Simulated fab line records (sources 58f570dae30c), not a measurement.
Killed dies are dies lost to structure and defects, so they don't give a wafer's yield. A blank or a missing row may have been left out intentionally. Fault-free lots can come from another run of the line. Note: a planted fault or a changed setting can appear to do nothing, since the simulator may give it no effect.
A lot that was struck, set against a sound lot + flow berkeley-cmos170 + 31 steps out of a route of 331
Sound: wafers L107.3, L107.5, L107.6. Struck: wafers L997.1, L997.2, L997.5. The cause comes at the end.
For every step that has rows: the tool of each side, followed by ch and its chambers, followed by its first start. Under that, the readings that differ: sound wafers + struck wafers + difference of the means + sigmas: that difference in standard deviations of wafers without a fault.
alike: readings whose means differ by less than 2 such deviations, and words and numbers that are the same on both sides. not compared: withheld readings, readings that some wafer has no value for, bounds like >300 that may hide the same value, and numbers for which the record gives no deviation and whose values overlap.
A row with sigmas, a row that says differs or no value, or rows on one side alone: a step with any of these is where the two part. Non-overlapping numbers with no deviation appear without sigmas and do not part them. Lack of a reading on every wafer of one side parts them only where that side has two or more wafers.

UCB170_SDANNEAL_RTA_01: time 5 s.
  sound on rtp-anneal-02 ch 0, day 9 18:59; struck on rtp-anneal-01 ch 0, day 7 13:15
| reading            | sound          | struck         | difference | sigmas |
|--------------------|----------------|----------------|------------|--------|
| lamp-power-pct (%) | 37.5 37.5 37.6 | 40.6 40.6 40.6 | +3.1       | +2     |
  alike: chamber-o2-ppm, wafer_temp_C_max
UCB170_SDANNEAL_RS_MEAS_02: a four-point-probe measurement.
  sound on film-metro-01 at day 9 19:04; struck on film-metro-03 at day 7 13:19
| reading         | sound          | struck         | difference | sigmas |
|-----------------|----------------|----------------|------------|--------|
| PSD_RS (ohm/sq) | 75.9 76.0 75.6 | 75.0 75.2 75.2 | -0.7       | -2     |
UCB170_SDANNEAL_RS_MEAS_03: a four-point-probe measurement.
  sound on film-metro-01 at day 9 19:11; struck on film-metro-03 at day 7 13:26
  alike: NSD_RS
UCB170_SDANNEAL_RS_MEAS_04: a four-point-probe measurement.
  sound on film-metro-01 at day 9 19:18; struck on film-metro-03 at day 7 13:33
  alike: PLDD_RS
UCB170_SDANNEAL_RS_MEAS_05: a four-point-probe measurement.
  sound on film-metro-01 at day 9 19:25; struck on film-metro-03 at day 7 13:40
  alike: NLDD_RS
then, 2 steps without rows for these wafers: UCB170_SILICIDE_PRE_CLEAN_00 (preclean etch time 60 s); UCB170_SILICIDE_SPUTTER_01 (material Ti, target thk 30 nm, time 25 s).
UCB170_SILICIDE_RS_MEAS_02: a four-point-probe measurement.
  sound on film-metro-04 at day 9 19:38; struck on film-metro-02 at day 7 13:53
  alike: SILICIDE_TI_RS
UCB170_SILICIDE_THK_MEAS_03: measures by xrf.
  sound on film-metro-04 at day 9 19:44; struck on film-metro-02 at day 7 14:01
  alike: SILICIDE_TI_THK
UCB170_SILICIDE_RTA_04: time 15 s.
  sound on rtp-anneal-01 ch 0, day 9 19:48; struck on rtp-anneal-02 ch 0, day 7 14:04
| reading            | sound          | struck         | difference | sigmas |
|--------------------|----------------|----------------|------------|--------|
| lamp-power-pct (%) | 11.3 11.3 11.3 | 10.4 10.4 10.4 | -0.9       | -2     |
  alike: chamber-o2-ppm, wafer_temp_C_max
then, 2 steps without rows for these wafers: UCB170_SILICIDE_WET_ETCH_05 (etches Ti in SPM, time 45 s); UCB170_CONTACT_CLEAN_00 (cleans in SPM, time 600 s).
UCB170_CONTACT_CVD_01: deposits PSG from SiH4/O2/PH3, target thk 700 nm, time 2820 s.
  sound on lpcvd-02 ch 0, day 9 20:43; struck on lpcvd-01 ch 0, day 7 14:38
| reading                                 | sound           | struck         | difference | sigmas |
|-----------------------------------------|-----------------|----------------|------------|--------|
| model.PSG_of_CONTACT_CVD_01.thk-nm (nm) | 703.8 703.7 708 | 1276 1278 1282 | +574       |        |
UCB170_CONTACT_THK_MEAS_02:
  sound on film-metro-02 at day 9 22:32; struck on film-metro-02 at day 7 16:26
| reading              | sound       | struck         | difference | sigmas |
|----------------------|-------------|----------------|------------|--------|
| CONTACT_PSG_THK (nm) | 704 703 708 | 1277 1277 1281 | +573       | +91    |
then, 3 steps without rows for these wafers: UCB170_CONTACT_HMDS_03 (prime time 60 s); UCB170_CONTACT_COAT_04 (resist thk 900 nm); UCB170_CONTACT_SOFTBAKE_05 (time 60 s).
UCB170_CONTACT_STRIP_06: strips in O2.
  sound on plasma-asher-03 ch 0,1, day 9 23:03; struck on plasma-asher-03 ch 0,1, day 7 16:56
  alike: drypump-motor-current-A, oes-product-au, strip-time-to-endpoint-s
  not compared: rf-hours-counter-h
then, 1 step without rows for these wafers: UCB170_CONTACT_CLEAN_07 (cleans in SPM, time 600 s).
UCB170_CONTACT_RTA_08: time 10 s.
  sound on rtp-anneal-02 ch 0, day 9 23:19; struck on rtp-anneal-01 ch 0, day 7 17:14
  alike: chamber-o2-ppm, lamp-power-pct, wafer_temp_C_max
then, 6 steps without rows for these wafers: UCB170_CONTACT_COAT_09; UCB170_CONTACT_COAT_10 (resist thk 900 nm); UCB170_CONTACT_SOFTBAKE_11 (time 60 s); UCB170_CONTACT_EXPOSE_12 (exposes mask CONT, target cd 700 nm); UCB170_CONTACT_PEB_13; UCB170_CONTACT_DEVELOP_14 (develop time 45 s).
UCB170_CONTACT_CD_MEAS_15: the cd target is 700 nm.
  sound on cd-sem-01 at day 10 00:14; struck on cd-sem-01 at day 7 18:29
  alike: cd-nm
UCB170_CONTACT_OVL_MEAS_16:
  sound on overlay-02 at day 10 00:20; struck on overlay-01 at day 7 18:37
  alike: CONTACT_OVL
UCB170_CONTACT_ETCH_17: etches BARC in N2/H2.
  sound on rie-diel-02 ch 1,2, day 10 00:21; struck on rie-diel-02 ch 0,1, day 7 18:38
  alike: drypump-motor-current-A, oes-product-au, throttle-valve-pct
UCB170_CONTACT_ETCH_18: etches PSG in CHF3/CF4/Ar, stops on TiSi2, target depth 840 nm, time 195 s.
  sound on rie-diel-02 ch 1,2; struck on rie-diel-02 ch 0,1
| reading                             | sound             | struck            | difference | sigmas |
|-------------------------------------|-------------------|-------------------|------------|--------|
| oes-product-au (a.u.)               | 0.901 0.896 0.908 | 1.010 0.985 1.000 | +0.097     | +10    |
| model.CONTACT.feature-depth-nm (nm) | 703.8 703.7 708   | 843.6 836.1 840.3 | +134.8     |        |
| model.etch.depth-nm (nm)            | 703.8 703.7 708   | 843.6 836.1 840.3 | +134.8     |        |
  alike: drypump-motor-current-A, throttle-valve-pct
  not compared: rf-hours-counter-h
then, 1 step without rows for these wafers: UCB170_CONTACT_STRIP_19 (strips in O2).

== WHERE THEY PART ==
First at UCB170_SDANNEAL_RTA_01; last, within this record, at UCB170_CONTACT_ETCH_18.

WHY: whatever the simulator had introduced
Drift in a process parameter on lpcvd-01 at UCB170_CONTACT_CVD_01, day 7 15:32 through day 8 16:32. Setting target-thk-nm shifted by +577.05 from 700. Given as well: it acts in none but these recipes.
